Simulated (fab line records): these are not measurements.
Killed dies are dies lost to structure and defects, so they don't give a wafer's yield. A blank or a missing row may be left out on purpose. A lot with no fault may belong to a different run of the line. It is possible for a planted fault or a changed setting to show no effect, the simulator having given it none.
fab line records	flow berkeley-cmos170	part 1 of 2: steps 1 to 26 of 36
record: lots: 5	wafers: 15	last-day: 12
route steps=331 shown GATE@134 PLDD@145 NLDD@158
lots that met no fault: taken from a fault-free run of the same line
start-h: start of the lot's first displayed wafer, in hours after the record's first day	wait-h: hours since the lot's step before	" unchanged from the row above	L1.1+2: a single row standing in for several wafers	- no value, or no start given	* or withheld: withheld	< > ~ a bound
route shown NAME@n: NAME is a module with steps in the file, n the number in the route of the first one	usual: mean and standard deviation over wafers with no fault	same: alike in all rows	chamber/n: place in a boat	sites: readings site by site	_std_site: the standard deviation of these	_edge_site: inner sites' mean taken away from outer sites' mean	radius-mm: how far each site lies from the wafer's centre	mask NAME#n: copy n	behind: tool/chamber where the wafer was last shaped	hold: why the lot went on hold/how many hours it stayed there/how the hold came to an end	device: the transistor (n, p or np) that didn't switch	end of line: at the end of the route, the tests of the same wafers	step lacking rows: just its recipe	killed: the dies lost at the first sort to structure and to defects; this is not the yield of the wafer	map: dies across one wafer; x = killed, . = not, _ = none there
set.NAME: the run value of the setting; set.NAME@STEP: its run value at that earlier step	model.NAME: the simulator's own value behind a step, which no gauge read
certain route steps with their lots: each step a table, each wafer a row
services: the hour from which a tool's chamber was out of use, counted from the record's first day as start-h (under 0 if before that day), plus the number of hours and why
== steps ==
step: UCB170_GATE_SOFTBAKE_08
recipe: resist: KrF	temp-c: 130	time-s: 60
usual: resist-line-temp-C: 23.03/0.12
lot.wafer	tool	chamber	start-h	wait-h	resist-line-temp-C
L075.1	litho-track-01	0	-	-	23.24
L075.2	"	0	"	"	23.18
L075.3	"	0	"	"	23.21
L080.2	litho-track-02	0	-	-	23.19
L080.4	"	0	"	"	23.04
L080.5	"	0	"	"	23.08
L082.1	litho-track-01	0	-	-	23.01
L082.3	"	0	"	"	22.84
L082.4	"	0	"	"	22.97
L088.1	litho-track-01	0	-	-	23.11
L088.2	"	0	"	"	23.08
L088.5	"	0	"	"	23.15
L096.2	litho-track-02	0	-	-	23.03
L096.3	"	0	"	"	23.21
L096.6	"	0	"	"	22.89
step: UCB170_GATE_EXPOSE_09
recipe: mask-id: POLY	target-cd-nm: 350	na: 0.5	sigma-outer: 0.6	source-shape: conventional	dose-mj: 21
lot.wafer	tool	chamber	start-h	wait-h	mask
L075.1+2+3	krf-scanner-02	0	132.79	-	POLY#0
L080.2+4+5	krf-scanner-02	0	151.69	-	POLY#0
L082.1+3+4	krf-scanner-02	0	163.39	-	POLY#0
L088.1+2+5	krf-scanner-01	0	195.91	-	POLY#0
L096.2+3+6	krf-scanner-01	0	234.40	-	POLY#0
step: UCB170_GATE_PEB_10
recipe: peb-temp-c: 130	peb-time-s: withheld	resist: KrF
usual: resist-line-temp-C: 23.01/0.094
lot.wafer	tool	chamber	start-h	wait-h	resist-line-temp-C
L075.1	litho-track-04	0	132.90	0.1	22.97
L075.2	"	0	"	"	23.10
L075.3	"	0	"	"	23.09
L080.2	litho-track-04	0	151.87	0.2	22.99
L080.4	"	0	"	"	23.16
L080.5	"	0	"	"	23.07
L082.1	litho-track-04	0	163.84	0.4	22.97
L082.3	"	0	"	"	23.29
L082.4	"	0	"	"	23.14
L088.1	litho-track-04	0	196.19	0.3	22.99
L088.2	"	0	"	"	23.02
L088.5	"	0	"	"	22.97
L096.2	litho-track-04	0	234.52	0.1	22.98
L096.3	"	0	"	"	23.15
L096.6	"	0	"	"	22.93
step: UCB170_GATE_DEVELOP_11
recipe: developer: TMAH	develop-time-s: 45	resist: KrF	dev-temp-c: 21
usual: resist-line-temp-C: 22.96/0.1
lot.wafer	tool	chamber	start-h	wait-h	resist-line-temp-C
L075.1	litho-track-04	0	-	-	22.77
L075.2	"	0	"	"	22.91
L075.3	"	0	"	"	23.03
L080.2	litho-track-04	0	-	-	22.93
L080.4	"	0	"	"	22.85
L080.5	"	0	"	"	22.81
L082.1	litho-track-04	0	-	-	23.09
L082.3	"	0	"	"	23.06
L082.4	"	0	"	"	22.91
L088.1	litho-track-04	0	-	-	22.97
L088.2	"	0	"	"	23.08
L088.5	"	0	"	"	23.16
L096.2	litho-track-04	0	-	-	22.85
L096.3	"	0	"	"	22.83
L096.6	"	0	"	"	22.73
step: UCB170_GATE_CD_MEAS_12
recipe: target-cd-nm: 350
usual: cd-nm: 349.5/1.5
lot.wafer	tool	chamber	start-h	wait-h	cd-nm
L075.1	cd-sem-02	-	133.18	-	345.5
L075.2	"	-	"	"	346.6
L075.3	"	-	"	"	347.5
L080.2	cd-sem-01	-	152.14	-	349.0
L080.4	"	-	"	"	349.1
L080.5	"	-	"	"	349.4
L082.1	cd-sem-02	-	164.12	-	351.1
L082.3	"	-	"	"	351.8
L082.4	"	-	"	"	352.3
L088.1	cd-sem-01	-	196.47	-	350.5
L088.2	"	-	"	"	349.3
L088.5	"	-	"	"	350.3
L096.2	cd-sem-01	-	234.79	-	350.3
L096.3	"	-	"	"	349.5
L096.6	"	-	"	"	349.4
step: UCB170_GATE_OVL_MEAS_13
usual: GATE_OVL: 2/4.6
lot.wafer	tool	chamber	start-h	wait-h	GATE_OVL[nm]
L075.1	overlay-01	-	133.30	0.1	6
L075.2	"	-	"	"	-6
L075.3	"	-	"	"	6
L080.2	overlay-02	-	152.25	0.1	1
L080.4	"	-	"	"	10
L080.5	"	-	"	"	6
L082.1	overlay-02	-	164.24	0.1	-5
L082.3	"	-	"	"	-1
L082.4	"	-	"	"	0
L088.1	overlay-02	-	196.59	0.1	-3
L088.2	"	-	"	"	2
L088.5	"	-	"	"	8
L096.2	overlay-02	-	234.89	0.1	3
L096.3	"	-	"	"	2
L096.6	"	-	"	"	-2
step: UCB170_GATE_ETCH_14
recipe: chemistry: N2/H2	target-depth-a: withheld	overetch-a: withheld	target: BARC	time-s: withheld	source-w: 500	bias-w: 100	pressure-mtorr: 30	n2-flow-sccm: 100	h2-flow-sccm: 200
usual: bias-w: 99.97/0.28	drypump-motor-current-A: 5.8/0.52	oes-product-au: 1.004/0.024	throttle-valve-pct: 13.32/0.14
lot.wafer	tool	chamber	start-h	wait-h	bias-w	drypump-motor-current-A	oes-product-au	throttle-valve-pct
L075.1	rie-diel-01	0	133.33	0.0	99.90	6.2	1.033	13.11
L075.2	"	3	"	"	99.86	5.2	1.017	13.43
L075.3	"	2	"	"	99.60	6.0	0.993	13.24
L080.2	rie-diel-01	0	152.28	0.0	100.04	6.2	1.040	13.11
L080.4	"	1	"	"	99.62	5.4	0.995	13.15
L080.5	"	1	"	"	100.12	5.4	0.985	13.16
L082.1	rie-diel-04	1	164.27	0.0	100.32	4.8	0.985	13.46
L082.3	"	0	"	"	99.79	6.3	1.049	13.27
L082.4	"	3	"	"	99.83	5.9	0.975	13.33
L088.1	rie-diel-04	1	196.63	0.0	99.79	4.8	0.983	13.45
L088.2	"	0	"	"	100.41	6.3	1.046	13.27
L088.5	"	1	"	"	100.06	4.7	0.982	13.45
L096.2	rie-diel-01	1	234.92	0.0	100.14	5.4	0.995	13.16
L096.3	"	3	"	"	99.65	5.2	1.022	13.43
L096.6	"	1	"	"	99.95	5.4	0.996	13.15
step: UCB170_GATE_ETCH_15
recipe: chemistry: HBr/Cl2	target: poly-Si	stop-on: SiO2	over-etch-frac: 0.3	icp-w: 300	bias-w: 150	time-s: 56.3	pressure-mtorr: 15	HBr_flow_sccm: 150	Cl2_flow_sccm: 50	target-depth-a: 2782
usual: bias-w: 150.0/0.48	drypump-motor-current-A: 5.8/0.33	oes-product-au: 0.832/0.014	throttle-valve-pct: 26.51/0.23
lot.wafer	tool	chamber	start-h	wait-h	bias-w	drypump-motor-current-A	oes-product-au	rf-hours-counter-h	throttle-valve-pct
L075.1	rie-si-02	1	133.38	-	149.6	5.3	0.812	5	26.51
L075.2	"	2	"	"	149.8	5.6	0.832	84	26.89
L075.3	"	0	"	"	150.5	5.9	0.801	122	26.89
L080.2	rie-si-01	1	152.32	-	150.6	5.7	0.831	1	26.31
L080.4	"	0	"	"	150.5	5.4	0.851	2	26.46
L080.5	"	3	"	"	149.3	6.6	0.824	-	26.25
L082.1	rie-si-02	0	164.31	-	150.0	5.9	0.805	122	26.90
L082.3	"	2	"	"	150.5	5.6	0.830	84	26.90
L082.4	"	1	"	"	149.3	5.3	0.821	5	26.52
L088.1	rie-si-01	0	196.67	-	149.9	5.4	0.869	2	26.48
L088.2	"	1	"	"	150.2	5.7	0.839	1	26.32
L088.5	"	3	"	"	149.6	6.5	0.834	-	26.24
L096.2	rie-si-02	3	234.97	-	150.1	5.7	0.825	78	26.28
L096.3	"	0	"	"	150.1	5.9	0.838	0	26.77
L096.6	"	0	"	"	150.2	5.8	0.839	-	26.75
step: UCB170_GATE_STRIP_16
recipe: chemistry: O2	power-w: 400	pressure-mtorr: 3500	platen-temp-c: withheld	o2-flow-sccm: 400	overash-fraction: 0.5
usual: drypump-motor-current-A: 5.6/0.4	oes-product-au: 0.724/0.0041
same: overash-fraction: 0.5
lot.wafer	tool	chamber	start-h	wait-h	drypump-motor-current-A	oes-product-au	rf-hours-counter-h
L075.1	plasma-asher-01	0	133.42	0.0	5.0	0.727	36
L075.2	"	1	"	"	5.8	0.716	36
L075.3	"	0	"	"	5.1	0.726	-
L080.2	plasma-asher-01	1	152.37	0.0	5.9	0.723	38
L080.4	"	0	"	"	5.0	0.722	-
L080.5	"	0	"	"	5.0	0.729	-
L082.1	plasma-asher-01	0	164.36	0.0	5.1	0.727	40
L082.3	"	1	"	"	5.9	0.724	-
L082.4	"	0	"	"	5.0	0.727	-
L088.1	plasma-asher-04	1	196.80	0.1	5.5	0.721	47
L088.2	"	0	"	"	6.2	0.726	47
L088.5	"	1	"	"	5.5	0.728	-
L096.2	plasma-asher-04	1	235.02	0.0	5.5	0.719	52
L096.3	"	0	"	"	6.2	0.724	-
L096.6	"	0	"	"	6.2	0.727	-
step: UCB170_GATE_CD_MEAS_90
recipe: target-cd-nm: 350
usual: cd-nm: 349.3/1.5
lot.wafer	tool	chamber	start-h	wait-h	cd-nm
L075.1	cd-sem-02	-	133.52	0.1	345.6
L075.2	"	-	"	"	346.2
L075.3	"	-	"	"	346.6
L080.2	cd-sem-01	-	152.49	0.1	348.5
L080.4	"	-	"	"	349.4
L080.5	"	-	"	"	349.6
L082.1	cd-sem-02	-	164.51	0.1	351.3
L082.3	"	-	"	"	351.0
L082.4	"	-	"	"	351.4
L088.1	cd-sem-01	-	196.92	0.1	350.9
L088.2	"	-	"	"	348.9
L088.5	"	-	"	"	350.6
L096.2	cd-sem-01	-	235.14	0.1	350.2
L096.3	"	-	"	"	349.8
L096.6	"	-	"	"	349.5
step: UCB170_GATE_CLEAN_17
recipe: chemistry: SPM	temp-c: 120	time-s: 600
lot.wafer	tool	chamber	start-h	wait-h
L075.1+2+3	wet-bench-02	3	133.70	0.2
L080.2+4+5	wet-bench-03	0	152.59	0.1
L082.1+3+4	wet-bench-02	0	165.89	1.4
L088.1+2+5	wet-bench-01	3	199.22	2.3
L096.2+3+6	wet-bench-02	2	235.24	0.1
step: UCB170_PLDD_HMDS_00
recipe: prime-time-s: 60	prime-temp-c: 100
usual: resist-line-temp-C: 23.01/0.097
lot.wafer	tool	chamber	start-h	wait-h	resist-line-temp-C
L075.1	litho-track-03	0	133.89	0.0	22.90
L075.2	"	0	"	"	22.94
L075.3	"	0	"	"	22.93
L080.2	litho-track-04	0	152.79	0.0	23.14
L080.4	"	0	"	"	23.15
L080.5	"	0	"	"	23.07
L082.1	litho-track-01	0	166.07	0.0	22.90
L082.3	"	0	"	"	22.86
L082.4	"	0	"	"	22.98
L088.1	litho-track-01	0	199.39	0.0	22.99
L088.2	"	0	"	"	22.92
L088.5	"	0	"	"	22.88
L096.2	litho-track-04	0	235.52	0.1	23.01
L096.3	"	0	"	"	23.16
L096.6	"	0	"	"	22.92
step: UCB170_PLDD_COAT_01
recipe: resist: KrF	spin-rpm: 1500	resist-thk-nm: 900
usual: resist-line-temp-C: 23.01/0.1
lot.wafer	tool	chamber	start-h	wait-h	resist-line-temp-C
L075.1	litho-track-03	0	134.04	0.1	22.89
L075.2	"	0	"	"	22.99
L075.3	"	0	"	"	23.11
L080.2	litho-track-04	0	152.94	0.1	23.09
L080.4	"	0	"	"	23.07
L080.5	"	0	"	"	23.06
L082.1	litho-track-01	0	166.22	0.1	23.02
L082.3	"	0	"	"	23.13
L082.4	"	0	"	"	22.94
L088.1	litho-track-01	0	199.54	0.1	23.12
L088.2	"	0	"	"	22.99
L088.5	"	0	"	"	23.06
L096.2	litho-track-04	0	235.67	0.1	23.08
L096.3	"	0	"	"	23.02
L096.6	"	0	"	"	23.23
step: UCB170_PLDD_SOFTBAKE_02
recipe: resist: KrF	temp-c: 130	time-s: 60
usual: resist-line-temp-C: 23.00/0.1
lot.wafer	tool	chamber	start-h	wait-h	resist-line-temp-C
L075.1	litho-track-03	0	134.19	0.1	22.95
L075.2	"	0	"	"	22.89
L075.3	"	0	"	"	23.04
L080.2	litho-track-04	0	153.09	0.1	22.87
L080.4	"	0	"	"	23.05
L080.5	"	0	"	"	22.87
L082.1	litho-track-01	0	166.37	0.1	23.03
L082.3	"	0	"	"	23.00
L082.4	"	0	"	"	23.11
L088.1	litho-track-01	0	199.69	0.1	22.86
L088.2	"	0	"	"	23.03
L088.5	"	0	"	"	22.80
L096.2	litho-track-04	0	235.82	0.1	22.86
L096.3	"	0	"	"	23.13
L096.6	"	0	"	"	23.04
step: UCB170_PLDD_EXPOSE_03
recipe: mask-id: PSELECT	na: 0.5	sigma-outer: 0.6	source-shape: conventional	target-cd-nm: 1200	dose-mj: 30
lot.wafer	tool	chamber	start-h	wait-h	mask
L075.1+2+3	krf-scanner-02	0	134.46	0.2	PSELECT#0
L080.2+4+5	krf-scanner-02	0	153.23	0.1	PSELECT#0
L082.1+3+4	krf-scanner-02	0	166.52	0.1	PSELECT#0
L088.1+2+5	krf-scanner-02	0	200.21	0.5	PSELECT#0
L096.2+3+6	krf-scanner-01	0	235.96	0.1	PSELECT#0
step: UCB170_PLDD_PEB_04
recipe: peb-temp-c: 130	peb-time-s: withheld	resist: KrF
usual: resist-line-temp-C: 23.02/0.12
lot.wafer	tool	chamber	start-h	wait-h	resist-line-temp-C
L075.1	litho-track-04	0	134.60	0.1	23.10
L075.2	"	0	"	"	23.04
L075.3	"	0	"	"	22.94
L080.2	litho-track-03	0	153.55	0.3	23.05
L080.4	"	0	"	"	23.00
L080.5	"	0	"	"	23.01
L082.1	litho-track-04	0	166.64	0.1	23.08
L082.3	"	0	"	"	23.05
L082.4	"	0	"	"	23.07
L088.1	litho-track-04	0	200.33	0.1	22.97
L088.2	"	0	"	"	22.89
L088.5	"	0	"	"	22.74
L096.2	litho-track-03	0	236.51	0.5	22.84
L096.3	"	0	"	"	22.85
L096.6	"	0	"	"	22.94
step: UCB170_PLDD_DEVELOP_05
recipe: developer: TMAH	develop-time-s: 45	resist: KrF	dev-temp-c: 21
usual: resist-line-temp-C: 23.00/0.1
lot.wafer	tool	chamber	start-h	wait-h	resist-line-temp-C
L075.1	litho-track-04	0	-	-	23.19
L075.2	"	0	"	"	23.11
L075.3	"	0	"	"	23.12
L080.2	litho-track-03	0	-	-	22.82
L080.4	"	0	"	"	23.11
L080.5	"	0	"	"	22.97
L082.1	litho-track-04	0	-	-	22.82
L082.3	"	0	"	"	23.07
L082.4	"	0	"	"	23.07
L088.1	litho-track-04	0	-	-	22.95
L088.2	"	0	"	"	23.04
L088.5	"	0	"	"	23.07
L096.2	litho-track-03	0	-	-	23.06
L096.3	"	0	"	"	22.94
L096.6	"	0	"	"	23.07
step: UCB170_PLDD_CD_MEAS_06
recipe: target-cd-nm: 1200
usual: cd-nm: 1200.0/1.5
lot.wafer	tool	chamber	start-h	wait-h	cd-nm
L075.1	cd-sem-02	-	134.87	-	1199.2
L075.2	"	-	"	"	1199.6
L075.3	"	-	"	"	1199.7
L080.2	cd-sem-01	-	153.82	-	1200.0
L080.4	"	-	"	"	1201.5
L080.5	"	-	"	"	1200.3
L082.1	cd-sem-01	-	166.91	-	1199.4
L082.3	"	-	"	"	1198.9
L082.4	"	-	"	"	1199.6
L088.1	cd-sem-02	-	200.60	-	1201.0
L088.2	"	-	"	"	1201.5
L088.5	"	-	"	"	1201.1
L096.2	cd-sem-01	-	236.78	-	1200.2
L096.3	"	-	"	"	1199.8
L096.6	"	-	"	"	1200.1
step: UCB170_PLDD_OVL_MEAS_07
usual: PLDD_OVL: 1/5.4
lot.wafer	tool	chamber	start-h	wait-h	PLDD_OVL[nm]
L075.1	overlay-02	-	134.99	0.1	2
L075.2	"	-	"	"	6
L075.3	"	-	"	"	6
L080.2	overlay-01	-	153.92	0.1	15
L080.4	"	-	"	"	10
L080.5	"	-	"	"	13
L082.1	overlay-01	-	167.03	0.1	1
L082.3	"	-	"	"	1
L082.4	"	-	"	"	3
L088.1	overlay-02	-	200.72	0.1	-4
L088.2	"	-	"	"	2
L088.5	"	-	"	"	6
L096.2	overlay-01	-	236.89	0.1	1
L096.3	"	-	"	"	3
L096.6	"	-	"	"	-2
step: UCB170_PLDD_IMPLANT_08
recipe: species: BF2	dose-cm2: 5e+13	energy-kev: 10	tilt-deg: 7	rotation-deg: 0
usual: rotation-deg: 0.002/0.022
lot.wafer	tool	chamber	start-h	wait-h	rotation-deg
L075.1	implanter-04	0	135.03	0.0	-0.004
L075.2	"	0	"	"	0.065
L075.3	"	0	"	"	0.028
L080.2	implanter-04	0	153.98	0.0	-0.011
L080.4	"	0	"	"	-0.016
L080.5	"	0	"	"	0.018
L082.1	implanter-01	0	167.07	0.0	-0.035
L082.3	"	0	"	"	-0.040
L082.4	"	0	"	"	-0.012
L088.1	implanter-02	0	200.76	0.0	-0.003
L088.2	"	0	"	"	0.006
L088.5	"	0	"	"	0.016
L096.2	implanter-04	0	236.94	0.0	0.015
L096.3	"	0	"	"	-0.011
L096.6	"	0	"	"	0.002
step: UCB170_PLDD_IMPLANT_09
recipe: species: BF2	dose-cm2: 5e+13	energy-kev: 10	tilt-deg: 7	rotation-deg: 180
usual: rotation-deg: 180.00/0.033
lot.wafer	tool	chamber	start-h	wait-h	rotation-deg
L075.1	implanter-04	0	135.18	0.1	180.02
L075.2	"	0	"	"	179.94
L075.3	"	0	"	"	179.98
L080.2	implanter-04	0	154.13	0.1	180.07
L080.4	"	0	"	"	180.04
L080.5	"	0	"	"	180.03
L082.1	implanter-01	0	167.22	0.1	180.00
L082.3	"	0	"	"	179.97
L082.4	"	0	"	"	179.98
L088.1	implanter-02	0	200.91	0.1	180.03
L088.2	"	0	"	"	180.02
L088.5	"	0	"	"	179.93
L096.2	implanter-04	0	237.09	0.1	180.05
L096.3	"	0	"	"	180.01
L096.6	"	0	"	"	180.02
step: UCB170_PLDD_STRIP_10
recipe: chemistry: O2	power-w: 400	pressure-mtorr: 3500	platen-temp-c: withheld	o2-flow-sccm: 400	overash-fraction: 0.5
usual: drypump-motor-current-A: 5.7/0.34	oes-product-au: 0.734/0.0047	strip-time-to-endpoint-s: 21.58/0.057
same: overash-fraction: 0.5
lot.wafer	tool	chamber	start-h	wait-h	drypump-motor-current-A	oes-product-au	rf-hours-counter-h	strip-time-to-endpoint-s
L075.1	plasma-asher-03	0	135.33	0.1	5.5	0.734	1	21.59
L075.2	"	1	"	"	5.1	0.724	1	21.61
L075.3	"	1	"	"	5.1	0.730	-	21.59
L080.2	plasma-asher-02	0	154.25	0.1	5.4	0.728	47	21.58
L080.4	"	0	"	"	5.4	0.736	-	21.62
L080.5	"	0	"	"	5.4	0.735	-	21.60
L082.1	plasma-asher-04	1	167.37	0.1	5.5	0.733	44	21.58
L082.3	"	0	"	"	6.2	0.733	-	21.69
L082.4	"	1	"	"	5.5	0.734	-	21.65
L088.1	plasma-asher-04	1	201.06	0.1	5.5	0.735	48	21.53
L088.2	"	0	"	"	6.2	0.733	48	21.53
L088.5	"	0	"	"	6.2	0.734	-	21.60
L096.2	plasma-asher-04	0	237.22	0.1	6.2	0.732	52	21.58
L096.3	"	0	"	"	6.2	0.731	-	21.48
L096.6	"	1	"	"	5.5	0.734	-	21.58
step: UCB170_PLDD_TW_MEAS_11
usual: PLDD_TW: 999/5.9
lot.wafer	tool	chamber	start-h	wait-h	PLDD_TW
L075.1	film-metro-01	-	135.43	0.1	989
L075.2	"	-	"	"	996
L075.3	"	-	"	"	993
L080.2	film-metro-02	-	154.36	0.1	1005
L080.4	"	-	"	"	1007
L080.5	"	-	"	"	1004
L082.1	film-metro-01	-	167.47	0.1	987
L082.3	"	-	"	"	988
L082.4	"	-	"	"	993
L088.1	film-metro-04	-	201.16	0.1	1006
L088.2	"	-	"	"	1003
L088.5	"	-	"	"	1008
L096.2	film-metro-01	-	237.33	0.1	995
L096.3	"	-	"	"	1002
L096.6	"	-	"	"	994
step: UCB170_PLDD_CLEAN_12
recipe: chemistry: SPM	temp-c: 120	time-s: 600
lot.wafer	tool	chamber	start-h	wait-h
L075.1+2+3	wet-bench-04	0	135.49	0.1
L080.2+4+5	wet-bench-03	2	154.41	0.0
L082.1+3+4	wet-bench-03	2	167.53	0.1
L088.1+2+5	wet-bench-02	0	201.22	0.1
L096.2+3+6	wet-bench-03	3	237.38	0.0
step: UCB170_NLDD_HMDS_00
recipe: prime-time-s: 60	prime-temp-c: 100
usual: resist-line-temp-C: 22.98/0.098
lot.wafer	tool	chamber	start-h	wait-h	resist-line-temp-C
L075.1	litho-track-03	0	135.66	0.0	23.08
L075.2	"	0	"	"	23.05
L075.3	"	0	"	"	23.07
L080.2	litho-track-03	0	154.61	0.0	22.98
L080.4	"	0	"	"	22.80
L080.5	"	0	"	"	22.90
L082.1	litho-track-02	0	167.70	0.0	22.85
L082.3	"	0	"	"	22.98
L082.4	"	0	"	"	22.94
L088.1	litho-track-02	0	201.41	0.0	23.15
L088.2	"	0	"	"	23.06
L088.5	"	0	"	"	23.05
L096.2	litho-track-02	0	237.73	0.2	22.84
L096.3	"	0	"	"	22.98
L096.6	"	0	"	"	22.87
step: UCB170_NLDD_COAT_01
recipe: resist: KrF	spin-rpm: 1500	resist-thk-nm: 900
usual: resist-line-temp-C: 23.02/0.11
lot.wafer	tool	chamber	start-h	wait-h	resist-line-temp-C
L075.1	litho-track-03	0	135.81	0.1	22.92
L075.2	"	0	"	"	23.02
L075.3	"	0	"	"	22.94
L080.2	litho-track-03	0	154.76	0.1	23.04
L080.4	"	0	"	"	22.99
L080.5	"	0	"	"	23.05
L082.1	litho-track-02	0	167.85	0.1	22.98
L082.3	"	0	"	"	23.11
L082.4	"	0	"	"	23.08
L088.1	litho-track-02	0	201.56	0.1	23.12
L088.2	"	0	"	"	23.01
L088.5	"	0	"	"	23.00
L096.2	litho-track-02	0	237.88	0.1	22.92
L096.3	"	0	"	"	22.93
L096.6	"	0	"	"	22.94
